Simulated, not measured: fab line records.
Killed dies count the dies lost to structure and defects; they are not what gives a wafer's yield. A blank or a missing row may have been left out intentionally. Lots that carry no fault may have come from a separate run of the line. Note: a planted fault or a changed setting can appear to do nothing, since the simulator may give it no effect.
Shared-tool check	flow berkeley-cmos170	Lots sampled 13, wafers sampled 39

WHY THIS WAS OPENED
At UCB170_M1_CD_MEAS_09 the reading cd-nm is flagged on 1 of 13 lots. Wafers without a fault read 699.5 nm, standard deviation 1.7.
Rule: a lot is flagged when every wafer of it that has a number lies more than 4 standard deviations from that mean, or none has a number. The rest of the lots are taken to be sound.

lot	measured	on	cd-nm (nm), wafer by wafer	flag
L456	day 7 08:04	cd-sem-01	698.3 697.2 697.9	
L458	day 7 09:17	cd-sem-01	699.3 698.4 699.2	
L459	day 7 13:10	cd-sem-01	699.9 701.2 701.7	
L460	day 7 22:32	cd-sem-02	615.2 615.5 615.4	FLAGGED
L462	day 8 08:41	cd-sem-01	698.1 697.0 695.4	
L466	day 9 07:40	cd-sem-02	700.2 699.3 700.2	
L468	day 9 08:51	cd-sem-02	699.2 699.5 699.2	
L472	day 10 03:53	cd-sem-01	699.2 699.8 699.7	
L473	day 10 17:34	cd-sem-01	701.9 700.4 700.5	
L471	day 10 23:09	cd-sem-02	698.5 699.0 699.5	
L476	day 11 01:07	cd-sem-02	702.7 702.9 703.0	
L477	day 11 03:26	cd-sem-01	697.6 698.1 697.0	
L478	day 11 03:40	cd-sem-01	699.3 697.9 698.9	
The numbers of the flagged lots are 615.4 nm on average: -84.1 nm against the usual, or -49 standard deviations.

TOOL THAT RAN EACH LOT
The record holds 1 process step before the reading, out of a route of 331 steps. Cell contents, in order: the tool; ch with the chambers the sampled wafers went through; the start.
lot	flag	UCB170_M1_EXPOSE_06
L456		krf-scanner-01 ch 0, day 7 07:41
L458		krf-scanner-02 ch 0, day 7 08:54
L459		krf-scanner-02 ch 0, day 7 12:37
L460	FLAGGED	krf-scanner-01 ch 0, day 7 21:43
L462		krf-scanner-01 ch 0, day 8 07:52
L466		krf-scanner-02 ch 0, day 9 07:05
L468		krf-scanner-01 ch 0, day 9 08:25
L472		krf-scanner-02 ch 0, day 10 02:42
L473		krf-scanner-02 ch 0, day 10 17:11
L471		krf-scanner-02 ch 0, day 10 22:43
L476		krf-scanner-01 ch 0, day 11 00:31
L477		krf-scanner-01 ch 0, day 11 02:41
L478		krf-scanner-01 ch 0, day 11 03:05
What the steps here do:
- UCB170_M1_EXPOSE_06: exposes mask METAL1, target cd 700 nm.
- UCB170_M1_CD_MEAS_09: target cd 700 nm.

FLAGGED AGAINST TOTAL, ONE TOOL AT A TIME (gauges that did the reading follow at the end)
step	tool	lots run	flagged	share of the flagged lots	sound lots run after its first flagged lot
UCB170_M1_EXPOSE_06	krf-scanner-01	7	1	all	5 (L462,L468,L476,L477,L478)
UCB170_M1_EXPOSE_06	krf-scanner-02	6	0	none	-
UCB170_M1_CD_MEAS_09	cd-sem-01	8	0	none	-
UCB170_M1_CD_MEAS_09	cd-sem-02	5	1	all	4 (L466,L468,L471,L476)

WHAT THE TABLE PERMITS
Rows of the table that ran all the flagged lots, 2 in number: krf-scanner-01 at UCB170_M1_EXPOSE_06; cd-sem-02 at UCB170_M1_CD_MEAS_09.
- krf-scanner-01 at UCB170_M1_EXPOSE_06: 1 of its 7 lots flagged. After the first flagged lot (L462, L468, L476, L477, L478), sound lots still ran on it; a lasting fault on the whole tool would not permit that.
- cd-sem-02 at UCB170_M1_CD_MEAS_09: 1 of its 5 lots flagged. After the first flagged lot (L466, L468, L471, L476), sound lots still ran on it; a lasting fault on the whole tool would not permit that.
No row of the table ran every flagged lot and no sound lot after the first.

WHAT THE SIMULATOR HAD INSERTED
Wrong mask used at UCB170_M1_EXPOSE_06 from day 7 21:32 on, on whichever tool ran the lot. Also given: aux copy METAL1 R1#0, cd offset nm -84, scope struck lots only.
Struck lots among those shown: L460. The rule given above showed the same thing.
